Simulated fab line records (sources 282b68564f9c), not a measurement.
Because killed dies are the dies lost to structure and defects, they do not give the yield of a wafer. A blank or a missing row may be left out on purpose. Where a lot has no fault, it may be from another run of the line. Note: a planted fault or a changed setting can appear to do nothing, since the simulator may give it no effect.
Which tool was responsible?	flow rit_cmos	14 lots, 42 wafers sampled, at 1 step of a route of 202

## WHAT EACH GAUGE READ, for each wafer
No reading from a measuring or inspecting step in the record can be judged against a usual standard deviation.

## TOOL THAT RAN EACH LOT (tool first, then ch and the chambers of the sampled wafers, then the start)
lot	RIT_FOX1_OXIDATION_00
L261	furnace-04 ch 0, day 1 15:32
L262	furnace-01 ch 0, day 1 20:30
L265	furnace-03 ch 0, day 2 11:41
L267	furnace-03 ch 0, day 2 21:30
L268	furnace-01 ch 0, day 3 03:03
L270	furnace-01 ch 0, day 3 13:54
L271	furnace-04 ch 0, day 3 18:20
L272	furnace-01 ch 0, day 3 22:31
L274	furnace-04 ch 0, day 4 08:31
L275	furnace-01 ch 0, day 4 13:46
L279	furnace-01, day 5 09:31
L280	furnace-01, day 5 16:54
L283	furnace-04 ch 0, day 6 05:55
L284	furnace-04 ch 0, day 6 12:50
- RIT_FOX1_OXIDATION_00: target thk 350.7 nm, ox time 1130 s.

## WHAT THE TOOLS THEMSELVES READ (means of the sampled wafers that have a number; where no wafer has one, the mark that the record gives instead)
RIT_FOX1_OXIDATION_00.
lot	tool	ox_temp_c (C)	ox_temp_c_max	tube_center_temp_C (C)
L261	furnace-04	1100.0	1105.9	1100
L262	furnace-01	1100.0	1104.5	1100
L265	furnace-03	1099.8	1105.1	1100
L267	furnace-03	1099.8	1104.8	1100
L268	furnace-01	1099.6	1103.6	1100
L270	furnace-01	1099.3	1103.4	1100
L271	furnace-04	1100.6	1106.0	1100
L272	furnace-01	1099.6	1103.5	1100
L274	furnace-04	1099.7	1105.0	1100
L275	furnace-01	1100.7	1104.8	1100
L279	furnace-01	-	-	-
L280	furnace-01	-	-	-
L283	furnace-04	1100.2	1105.1	1100
L284	furnace-04	1099.8	1105.6	1100

## THE ANSWER, worked out from the rows above alone
Rule: the lots themselves supply what counts as usual. The widest of any qualifying gaps counts: lots, ordered by their means at a reading, are off when they make up no more than a third of the lots, leave a main group of 4 or more, and stand apart from it by 3 or more times the standard deviation of that group's means. A main group is skipped when, at the precision printed for the reading in the tables above, its means are all equal. Also off: a lot with no number at a reading for which 4 or more lots have one. Any other lot the step has rows for is counted as sound. Order of review: gauges by route order, followed by the tools' own readings, for which a lot's mean as printed above is used. The first step at which some lot is off is used, and at that step the reading that is off furthest; a lot without a number counts as furthest.
Off at RIT_FOX1_OXIDATION_00 (ox_temp_c): L279, L280. Without a number there: L279, L280. Main group: mean 1099.9 C, sd 0.39.
A tool fits if, at that step or a process step before it, it ran every lot that is off, and no sound lot after the first of them. One fits: furnace-01 at RIT_FOX1_OXIDATION_00. A fault onset in the window from L275 (day 4 13:46, its last sound lot) to L279 (day 5 09:31, its first lot off) fits.
Blank at RIT_FOX1_OXIDATION_00 on the lots that are off, where sound lots have numbers: ox_temp_c, ox_temp_c_max, tube_center_temp_C.

## WHAT THE SIMULATOR PUT IN
Step skipped in full: furnace-01, at RIT_FOX1_OXIDATION_00, from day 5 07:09 onward. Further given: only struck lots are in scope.
Struck lots among those shown: L279, L280. The rule above found the same.
